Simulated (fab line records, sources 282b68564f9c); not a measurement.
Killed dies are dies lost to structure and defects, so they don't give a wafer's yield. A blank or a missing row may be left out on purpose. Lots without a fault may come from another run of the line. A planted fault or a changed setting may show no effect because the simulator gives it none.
Tool commonality check | flow rit_cmos | 14 lots, 42 wafers sampled

WHY IT WAS OPENED
At RIT_M1_CD_MEAS_09 the reading cd_nm is flagged on 2 of 14 lots. Wafers without a fault read 2599.6 nm, standard deviation 1.7.
Rule: a lot is flagged when every wafer of it that has a number lies more than 4 standard deviations from that mean, or none has a number. The other lots count as sound.

lot  | measured    | on        | cd_nm (nm), wafer by wafer | flag
L874 | day 3 10:29 | cd_sem-02 | 2598.5 2595.6 2596.8       |
L875 | day 3 16:20 | cd_sem-01 | 2600.5 2601.3 2598.7       |
L877 | day 4 01:52 | cd_sem-02 | 2598.5 2598.4 2599.3       |
L878 | day 4 05:56 | cd_sem-01 | 2600.6 2601.0 2599.9       |
L879 | day 4 09:41 | cd_sem-02 | 2595.8 2598.6 2596.4       |
L880 | day 4 12:41 | cd_sem-02 | 2603.7 2603.1 2603.5       |
L882 | day 4 23:09 | cd_sem-01 | 2600.3 2600.0 2599.9       |
L883 | day 5 05:35 | cd_sem-02 | 2599.5 2600.2 2599.0       |
L885 | day 5 14:38 | cd_sem-02 | 2598.9 2597.5 2597.6       |
L887 | day 5 23:52 | cd_sem-02 | 2600.1 2600.1 2598.2       |
L891 | day 6 19:08 | cd_sem-02 | 2601.1 2600.3 2598.5       |
L894 | day 7 10:22 | cd_sem-02 | 2613.3 2611.7 2612.8       | FLAGGED
L895 | day 7 17:34 | cd_sem-02 | 2611.4 2613.4 2613.4       | FLAGGED
L897 | day 8 06:22 | cd_sem-01 | 2600.2 2601.9 2601.4       |
The numbers of the flagged lots are 2612.7 nm on average: +13.1 nm against the usual, or +8 standard deviations.

WHICH TOOL RAN EACH LOT
The record holds 2 process steps before the reading, out of a route of 202 steps. In each cell: the tool, then ch and the chambers that the sampled wafers went through, then the start.
lot  | flag    | RIT_SILICIDE_RTA_06             | RIT_M1_COAT_04
L874 |         | rtp_anneal-02 ch 0, day 3 06:35 | litho_track-01 ch 0, day 3 09:38
L875 |         | rtp_anneal-02 ch 0, day 3 12:25 | litho_track-04 ch 0, day 3 15:23
L877 |         | rtp_anneal-02 ch 0, day 3 22:03 | litho_track-02 ch 0, day 4 01:01
L878 |         | rtp_anneal-02 ch 0, day 4 02:02 | litho_track-04 ch 0, day 4 05:05
L879 |         | rtp_anneal-02 ch 0, day 4 05:41 | litho_track-04 ch 0, day 4 08:50
L880 |         | rtp_anneal-02 ch 0, day 4 08:51 | litho_track-04 ch 0, day 4 11:57
L882 |         | rtp_anneal-02 ch 0, day 4 19:20 | litho_track-02 ch 0, day 4 22:19
L883 |         | rtp_anneal-01 ch 0, day 5 01:55 | litho_track-01 ch 0, day 5 04:53
L885 |         | rtp_anneal-01 ch 0, day 5 10:49 | litho_track-01 ch 0, day 5 13:54
L887 |         | rtp_anneal-01 ch 0, day 5 20:03 | litho_track-02 ch 0, day 5 23:09
L891 |         | rtp_anneal-01 ch 0, day 6 15:23 | litho_track-01 ch 0, day 6 18:19
L894 | FLAGGED | rtp_anneal-02 ch 0, day 7 06:34 | litho_track-01 ch 0, day 7 09:38
L895 | FLAGGED | rtp_anneal-01 ch 0, day 7 13:39 | litho_track-01 ch 0, day 7 16:43
L897 |         | rtp_anneal-01 ch 0, day 8 02:35 | litho_track-04 ch 0, day 8 05:38
What these steps do:
- RIT_SILICIDE_RTA_06: time 10 s, ramp up 5 s, ramp down 10 s.
- RIT_M1_COAT_04: resist thk 1300 nm.
- RIT_M1_CD_MEAS_09: target cd 2600 nm.

FLAGGED OVER TOTAL, TOOL BY TOOL (the gauges that took the reading come last)
step                | tool           | lots run | flagged | share of the flagged lots | sound lots run after its first flagged lot
RIT_SILICIDE_RTA_06 | rtp_anneal-01  | 6        | 1       | some                      | 1 (L897)
RIT_SILICIDE_RTA_06 | rtp_anneal-02  | 8        | 1       | some                      | 0
RIT_M1_COAT_04      | litho_track-01 | 6        | 2       | all                       | 0
RIT_M1_COAT_04      | litho_track-02 | 3        | 0       | none                      | -
RIT_M1_COAT_04      | litho_track-04 | 5        | 0       | none                      | -
RIT_M1_CD_MEAS_09   | cd_sem-01      | 4        | 0       | none                      | -
RIT_M1_CD_MEAS_09   | cd_sem-02      | 10       | 2       | all                       | 0

WHAT THE TABLE ALLOWS
2 rows of the table ran every flagged lot: litho_track-01 at RIT_M1_COAT_04, cd_sem-02 at RIT_M1_CD_MEAS_09.
- litho_track-01 at RIT_M1_COAT_04: 2 of its 6 lots flagged. Its last sound lot is L891 (day 6 18:19), its first flagged lot L894 (day 7 09:38): a fault that began between those two fits. Its own readings lie more than 4 standard deviations out on every wafer of the flagged lots: spin_speed_rpm.
- cd_sem-02 at RIT_M1_CD_MEAS_09: 2 of its 10 lots flagged. Its last sound lot is L891 (day 6 19:08), its first flagged lot L894 (day 7 10:22): a fault that began between those two fits.
Counting lots can't tell these 2 tools apart, because each fits a fault that began at some hour. More lots, or a look at what each step does to the wafer, might.

WHAT THE SIMULATOR HAD PUT IN
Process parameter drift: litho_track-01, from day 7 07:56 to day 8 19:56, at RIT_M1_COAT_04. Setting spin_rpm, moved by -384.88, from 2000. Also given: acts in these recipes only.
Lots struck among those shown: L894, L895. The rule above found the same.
